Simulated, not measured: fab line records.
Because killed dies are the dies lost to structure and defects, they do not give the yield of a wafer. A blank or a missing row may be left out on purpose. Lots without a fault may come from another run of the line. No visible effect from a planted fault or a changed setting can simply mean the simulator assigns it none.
Comparing a struck lot with a sound one || flow rit cmos || 29 out of 202 route steps
Sound: these wafers, L395.3, L395.5, L395.6. The struck wafers were L391.2, L391.3, L391.6. At the end, the cause is stated.
At each step with rows: each side's tool, then ch and its chambers, then its first start. Under that, the readings that differ: sound wafers || struck wafers || difference of the means || sigmas: that difference in standard deviations of wafers without a fault.
alike: readings with means less than 2 such deviations apart, plus words and numbers identical on both sides. not compared: withheld readings, readings lacking a value on some wafer, bounds such as >300 that could conceal the same value, and numbers that have no deviation in the record and whose values overlap.
A row with sigmas, a row that says differs or no value, or rows on one side alone: a step with any of these is where the two part. Non-overlapping numbers with no deviation appear without sigmas and do not part them. Lack of a reading on every wafer of one side parts them only where that side has two or more wafers.

first, 1 step without rows for these wafers: RIT_NWELL_IMPLANT_08.
RIT_NWELL_STRIP_09: strips in O2, time 180 s.
  sound on plasma asher-04 ch 0,1, day 5 00:01; struck on plasma asher-01 ch 0,1, day 4 04:14
  alike: chamber pressure mTorr, drypump motor current A, o2 flow sccm
  not compared: rf hours counter h
RIT_NWELL_TW_MEAS_10:
  struck on film metro-04, day 4 04:25; sound on film metro-01, day 5 00:09
  alike: NWELL_TW
then, 6 steps without rows for these wafers: RIT_PWELL_HMDS_00 (prime time 60 s); RIT_PWELL_COAT_01 (resist thk 1300 nm); RIT_PWELL_SOFTBAKE_02 (time 60 s); RIT_PWELL_EXPOSE_03 (exposes mask M3, target cd 43700 nm); RIT_PWELL_PEB_04; RIT_PWELL_DEVELOP_05 (develop time 68 s).
RIT_PWELL_OVL_MEAS_06:
  struck on overlay-02, day 4 05:23; sound on overlay-02, day 5 01:11
  alike: PWELL_OVL
then, 2 steps without rows for these wafers: RIT_PWELL_HARDBAKE_07 (time 120 s); RIT_PWELL_IMPLANT_08.
RIT_PWELL_STRIP_09: strips in O2, time 180 s.
  sound on plasma asher-01 ch 0,1, day 5 01:40; struck on plasma asher-01 ch 0,1, day 4 05:49
  no value came back on the struck wafers for chamber pressure mTorr (mTorr), drypump motor current A (A), o2 flow sccm (sccm); on the sound wafers chamber pressure mTorr (mTorr) reads 3999 4003 4001
{"reading": "model.NOVOLAK_of_PWELL_COAT_01.thk nm (nm)", "sound": "0 0 0", "struck": "1139 1135 1137", "difference": "+1137", "sigmas": ""}
  not compared: rf hours counter h
RIT_PWELL_TW_MEAS_10:
  struck on film metro-01, day 4 06:00; sound on film metro-04, day 5 01:48
  alike: PWELL_TW
then, 1 step without rows for these wafers: RIT_WELLDRIVE_ANNEAL_00 (time 14700 s).
RIT_WELLDRIVE_RS_MEAS_01: measures by four-point-probe.
  struck on film metro-04, day 4 11:10; sound on film metro-01, day 5 06:58
  alike: NWELL_RS
RIT_WELLDRIVE_RS_MEAS_02: measures by four-point-probe.
  struck on film metro-04, day 4 11:17; sound on film metro-01, day 5 07:05
  alike: PWELL_RS
then, 6 steps without rows for these wafers: RIT_NRETRO_HMDS_00 (prime time 60 s); RIT_NRETRO_COAT_01 (resist thk 1300 nm); RIT_NRETRO_SOFTBAKE_02 (time 60 s); RIT_NRETRO_EXPOSE_03 (exposes mask M4, target cd 43900 nm); RIT_NRETRO_PEB_04; RIT_NRETRO_DEVELOP_05 (develop time 68 s).
RIT_NRETRO_OVL_MEAS_06:
  struck on overlay-01, day 4 12:23; sound on overlay-01, day 5 08:03
{"reading": "NRETRO_OVL (nm)", "sound": "2.9 -0.1 -0.1", "struck": "-1.7 -2.7 -2.3", "difference": -3.1, "sigmas": -2}
then, 2 steps without rows for these wafers: RIT_NRETRO_HARDBAKE_07 (time 120 s); RIT_NRETRO_IMPLANT_08.
RIT_NRETRO_STRIP_09: strips in O2, time 180 s.
  sound on plasma asher-02 ch 0,1, day 5 08:32; struck on plasma asher-04 ch 0,1, day 4 12:49
  alike: chamber pressure mTorr, drypump motor current A, o2 flow sccm
  not compared: rf hours counter h
RIT_NRETRO_TW_MEAS_10:
  struck on film metro-04, day 4 13:14; sound on film metro-03, day 5 08:40
{"reading": "NRETRO_TW", "sound": "1053 1054 1053", "struck": "30 30 30", "difference": -1023, "sigmas": -85}
  not compared: hold
RIT_M1_PROBE_99:
  rows exist in the record for the sound wafers here (prober-01, day 6 12:44), none for the struck ones

== WHERE THEY PART ==
First at RIT_PWELL_STRIP_09; last, within this record, at RIT_M1_PROBE_99.

WHY: what had been put in by the simulator
Beginning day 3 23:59, the whole step at RIT_PWELL_STRIP_09 was skipped on plasma asher-01. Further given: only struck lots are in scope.
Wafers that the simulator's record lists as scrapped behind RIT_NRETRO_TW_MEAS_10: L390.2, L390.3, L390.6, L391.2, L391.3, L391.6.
